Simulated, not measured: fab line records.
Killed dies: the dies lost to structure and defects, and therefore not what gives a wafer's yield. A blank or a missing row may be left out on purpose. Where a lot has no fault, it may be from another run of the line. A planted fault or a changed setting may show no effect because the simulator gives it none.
The tool behind it: which one? / flow rit cmos / 42 wafers from 14 lots sampled at 4 of the route's 202 steps

## WHAT THE GAUGES SHOWED, per wafer
RIT_NRETRO_OVL_MEAS_06.
lot=L221; measured=day 2 09:56; on=overlay-02; NRETRO_OVL (nm)=2.9 2.5 3.3
lot=L222; measured=day 2 19:48; on=overlay-02; NRETRO_OVL (nm)=3.3 2.8 2.4
lot=L223; measured=day 2 20:04; on=overlay-01; NRETRO_OVL (nm)=0.8 0.8 1.5
lot=L224; measured=day 3 01:57; on=overlay-01; NRETRO_OVL (nm)=1.2 1.6 2.1
lot=L225; measured=day 3 06:52; on=overlay-02; NRETRO_OVL (nm)=1.9 2.2 1.1
lot=L229; measured=day 3 23:01; on=overlay-02; NRETRO_OVL (nm)=1.8 2.7 2.0
lot=L233; measured=day 5 02:10; on=overlay-02; NRETRO_OVL (nm)=1.1 1.0 0.2
lot=L237; measured=day 5 22:31; on=overlay-02; NRETRO_OVL (nm)=0.9 4.0 2.6
lot=L239; measured=day 6 09:21; on=overlay-01; NRETRO_OVL (nm)=3.2 3.3 2.0
lot=L240; measured=day 6 12:30; on=overlay-01; NRETRO_OVL (nm)=0.3 2.9 3.2
lot=L241; measured=day 6 12:49; on=overlay-02; NRETRO_OVL (nm)=2.8 1.5 1.5
lot=L242; measured=day 6 18:37; on=overlay-02; NRETRO_OVL (nm)=-1.9 -1.1 0.1
lot=L243; measured=day 7 02:30; on=overlay-02; NRETRO_OVL (nm)=0.7 0.8 2.0
lot=L244; measured=day 7 06:07; on=overlay-02; NRETRO_OVL (nm)=1.5 1.0 3.6

RIT_M1_BOW_MEAS_16.
lot=L221; measured=day 3 19:14; on=film metro-03; M1_BOW (um)=17 18 20
lot=L222; measured=day 4 00:41; on=film metro-03; M1_BOW (um)=19 12 29
lot=L223; measured=day 4 02:11; on=film metro-04; M1_BOW (um)=6 26 11
lot=L224; measured=day 4 08:22; on=film metro-04; M1_BOW (um)=28 16 8
lot=L225; measured=day 4 11:52; on=film metro-03; M1_BOW (um)=22 19 7
lot=L229; measured=day 5 07:29; on=film metro-03; M1_BOW (um)=8 18 11
lot=L233; measured=day 6 14:44; on=film metro-02; M1_BOW (um)=15 12 13
lot=L237; measured=day 7 07:07; on=film metro-03; M1_BOW (um)=16 20 13
lot=L239; measured=day 7 15:50; on=film metro-04; M1_BOW (um)=26 12 27
lot=L240; measured=day 7 20:39; on=film metro-04; M1_BOW (um)=10 22 20
lot=L241; measured=day 7 19:10; on=film metro-03; M1_BOW (um)=35 18 21
lot=L242; measured=day 8 02:20; on=film metro-04; M1_BOW (um)=27 12 17
lot=L243; measured=day 8 07:44; on=film metro-03; M1_BOW (um)=29 17 20
lot=L244; measured=day 8 10:14; on=film metro-03; M1_BOW (um)=14 9 26

## EACH LOT AND THE TOOL THAT RAN IT (in order: tool; ch and the chambers of the sampled wafers; start)
lot=L221; RIT_SDANNEAL_CLEAN_00=wet bench-02 ch 3, day 3 11:29; RIT_M1_STRIP_14=plasma asher-04 ch 0,1, day 3 17:25
lot=L222; RIT_SDANNEAL_CLEAN_00=wet bench-01 ch 1, day 3 16:50; RIT_M1_STRIP_14=plasma asher-04 ch 0,1, day 3 22:53
lot=L223; RIT_SDANNEAL_CLEAN_00=wet bench-02 ch 3, day 3 16:57; RIT_M1_STRIP_14=plasma asher-04 ch 0,1, day 3 23:20
lot=L224; RIT_SDANNEAL_CLEAN_00=wet bench-04 ch 2, day 4 00:40; RIT_M1_STRIP_14=plasma asher-04 ch 0,1, day 4 06:32
lot=L225; RIT_SDANNEAL_CLEAN_00=wet bench-04 ch 2, day 4 04:02; RIT_M1_STRIP_14=plasma asher-03 ch 0,1, day 4 10:04
lot=L229; RIT_SDANNEAL_CLEAN_00=wet bench-01 ch 2, day 4 23:16; RIT_M1_STRIP_14=plasma asher-02 ch 0,1, day 5 05:42
lot=L233; RIT_SDANNEAL_CLEAN_00=wet bench-01 ch 2, day 6 06:19; RIT_M1_STRIP_14=plasma asher-02 ch 0,1, day 6 12:56
lot=L237; RIT_SDANNEAL_CLEAN_00=wet bench-04 ch 1, day 6 22:50; RIT_M1_STRIP_14=plasma asher-02 ch 0,1, day 7 05:19
lot=L239; RIT_SDANNEAL_CLEAN_00=wet bench-04 ch 0, day 7 06:34; RIT_M1_STRIP_14=plasma asher-02 ch 0,1, day 7 13:07
lot=L240; RIT_SDANNEAL_CLEAN_00=wet bench-04 ch 3, day 7 11:20; RIT_M1_STRIP_14=plasma asher-03 ch 0, day 7 17:36
lot=L241; RIT_SDANNEAL_CLEAN_00=wet bench-02 ch 1, day 7 11:11; RIT_M1_STRIP_14=plasma asher-02 ch 0,1, day 7 17:22
lot=L242; RIT_SDANNEAL_CLEAN_00=wet bench-02 ch 3, day 7 18:32; RIT_M1_STRIP_14=plasma asher-03 ch 0,1, day 8 00:34
lot=L243; RIT_SDANNEAL_CLEAN_00=wet bench-04 ch 3, day 7 23:47; RIT_M1_STRIP_14=plasma asher-02 ch 0,1, day 8 05:56
lot=L244; RIT_SDANNEAL_CLEAN_00=wet bench-04 ch 2, day 8 02:22; RIT_M1_STRIP_14=plasma asher-03 ch 0,1, day 8 08:27
- RIT_SDANNEAL_CLEAN_00: cleans in SC1, time 600 s.
- RIT_M1_STRIP_14: strips in O2, time 180 s.

## WHAT THE TOOLS THEMSELVES READ (means of the sampled wafers that have a number; where no wafer has one, the mark that the record gives instead)
RIT_SDANNEAL_CLEAN_00.
lot=L221; tool=wet bench-02; run length s (s)=634
lot=L222; tool=wet bench-01; run length s (s)=628
lot=L223; tool=wet bench-02; run length s (s)=626
lot=L224; tool=wet bench-04; run length s (s)=625
lot=L225; tool=wet bench-04; run length s (s)=633
lot=L229; tool=wet bench-01; run length s (s)=418
lot=L233; tool=wet bench-01; run length s (s)=418
lot=L237; tool=wet bench-04; run length s (s)=632
lot=L239; tool=wet bench-04; run length s (s)=634
lot=L240; tool=wet bench-04; run length s (s)=635
lot=L241; tool=wet bench-02; run length s (s)=634
lot=L242; tool=wet bench-02; run length s (s)=633
lot=L243; tool=wet bench-04; run length s (s)=635
lot=L244; tool=wet bench-04; run length s (s)=633

RIT_M1_STRIP_14.
lot=L221; tool=plasma asher-04; drypump motor current A (A)=5.72; rf refl power W (W)=5.7
lot=L222; tool=plasma asher-04; drypump motor current A (A)=5.50; rf refl power W (W)=4.6
lot=L223; tool=plasma asher-04; drypump motor current A (A)=5.72; rf refl power W (W)=5.9
lot=L224; tool=plasma asher-04; drypump motor current A (A)=5.72; rf refl power W (W)=5.8
lot=L225; tool=plasma asher-03; drypump motor current A (A)=5.83; rf refl power W (W)=5.5
lot=L229; tool=plasma asher-02; drypump motor current A (A)=5.34; rf refl power W (W)=6.0
lot=L233; tool=plasma asher-02; drypump motor current A (A)=5.37; rf refl power W (W)=5.8
lot=L237; tool=plasma asher-02; drypump motor current A (A)=5.34; rf refl power W (W)=6.6
lot=L239; tool=plasma asher-02; drypump motor current A (A)=5.36; rf refl power W (W)=5.5
lot=L240; tool=plasma asher-03; drypump motor current A (A)=5.88; rf refl power W (W)=4.3
lot=L241; tool=plasma asher-02; drypump motor current A (A)=5.35; rf refl power W (W)=6.3
lot=L242; tool=plasma asher-03; drypump motor current A (A)=5.82; rf refl power W (W)=5.6
lot=L243; tool=plasma asher-02; drypump motor current A (A)=5.34; rf refl power W (W)=5.5
lot=L244; tool=plasma asher-03; drypump motor current A (A)=5.74; rf refl power W (W)=6.5

## THE ANSWER, worked out from the rows above alone
Rule: what is usual is taken from the lots themselves. Put in order of their means at a reading, lots are off if they are a third of the lots or fewer, leave a main group of 4 or more, and stand apart from it by a gap of 3 or more times the standard deviation of the main group's means; of several such gaps the widest counts. A main group is skipped when, at the precision printed for the reading in the tables above, its means are all equal. A lot without any number at a reading at which 4 lots or more have one is off too. The other lots that the step has rows for count as sound. After the gauges, taken in route order, come the tools' own readings; for these a lot's mean is taken, as printed above. The first step at which some lot is off is used, and at that step the reading that is off furthest; a lot without a number counts as furthest.
Off: L229, L233, at RIT_SDANNEAL_CLEAN_00 (run length s). The main group: mean 632 s, standard deviation 3.3.
If a tool, at that step or one of the process steps before it, ran each lot that is off and ran no sound lot following the first of them, it fits. One fits: RIT_SDANNEAL_CLEAN_00 on wet bench-01. A fault onset in the window from L222 (day 3 16:50, its last sound lot) to L229 (day 4 23:16, its first lot off) fits.
The tool's own readings at RIT_SDANNEAL_CLEAN_00 bear it out: on the lots that are off they differ by more than 5 times the standard deviation of the sound lots' means. run length s reads 418 s there against 632 s on the sound lots.

## WHAT WAS PUT IN BY THE SIMULATOR
wet bench-01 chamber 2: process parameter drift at RIT_SDANNEAL_CLEAN_00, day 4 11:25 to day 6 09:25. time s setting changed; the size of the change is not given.
Lots struck among those shown: L229, L233. The rule above found the same.
